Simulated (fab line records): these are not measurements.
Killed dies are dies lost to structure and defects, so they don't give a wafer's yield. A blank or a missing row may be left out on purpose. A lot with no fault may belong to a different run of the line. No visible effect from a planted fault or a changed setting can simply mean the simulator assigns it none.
Which of the tools did it? + flow ritCmos + 7 lots with 21 wafers sampled at 2 steps, on a route of 202 steps

WHAT THE GAUGES SHOWED, per wafer
RIT_PWELL_TW_MEAS_10.
| lot  | measured    | on           | PWELL_TW       |
|------|-------------|--------------|----------------|
| L353 | day 2 10:36 | filmMetro-04 | 955 954 955    |
| L356 | day 2 23:29 | filmMetro-01 | 955 960 953    |
| L358 | day 3 11:02 | filmMetro-01 | 952 949 952    |
| L360 | day 3 20:45 | filmMetro-02 | 960 953 948    |
| L364 | day 4 15:44 | filmMetro-01 | 1035 1037 1037 |
| L368 | day 5 17:16 | filmMetro-02 | 949 950 947    |
| L373 | day 6 12:31 | filmMetro-02 | 946 946 948    |

WHICH TOOL RAN EACH LOT (tool, then ch and the chambers of the sampled wafers, then the start)
| lot  | RIT_PWELL_IMPLANT_08           |
|------|--------------------------------|
| L353 | implanter-03 ch 0, day 2 10:17 |
| L356 | implanter-01 ch 0, day 2 23:11 |
| L358 | implanter-01 ch 0, day 3 10:43 |
| L360 | implanter-04 ch 0, day 3 20:25 |
| L364 | implanter-04 ch 0, day 4 15:25 |
| L368 | implanter-01 ch 0, day 5 16:58 |
| L373 | implanter-01 ch 0, day 6 12:11 |
- RIT_PWELL_IMPLANT_08

THE ANSWER, worked out from the rows above alone
Rule: what is usual is taken from the lots themselves. Put in order of their means at a reading, lots are off if they are a third of the lots or fewer, leave a main group of 4 or more, and stand apart from it by a gap of 3 or more times the standard deviation of the main group's means; of several such gaps the widest counts. A main group is skipped when, at the precision printed for the reading in the tables above, its means are all equal. Also off: a lot with no number at a reading for which 4 or more lots have one. Where the step has rows for the other lots, those lots are counted as sound.
Off: L364, seen at RIT_PWELL_TW_MEAS_10 (PWELL_TW). The main group: mean 952, standard deviation 3.3.
A tool fits if, at a process step before that reading, it ran every lot that is off, and no sound lot after the first of them. The gauges at RIT_PWELL_TW_MEAS_10 are tried like those tools. 2 tools fit, implanter-04 at RIT_PWELL_IMPLANT_08 and filmMetro-01 at RIT_PWELL_TW_MEAS_10, so this cannot tell which one it is.

WHAT HAD BEEN PUT IN BY THE SIMULATOR
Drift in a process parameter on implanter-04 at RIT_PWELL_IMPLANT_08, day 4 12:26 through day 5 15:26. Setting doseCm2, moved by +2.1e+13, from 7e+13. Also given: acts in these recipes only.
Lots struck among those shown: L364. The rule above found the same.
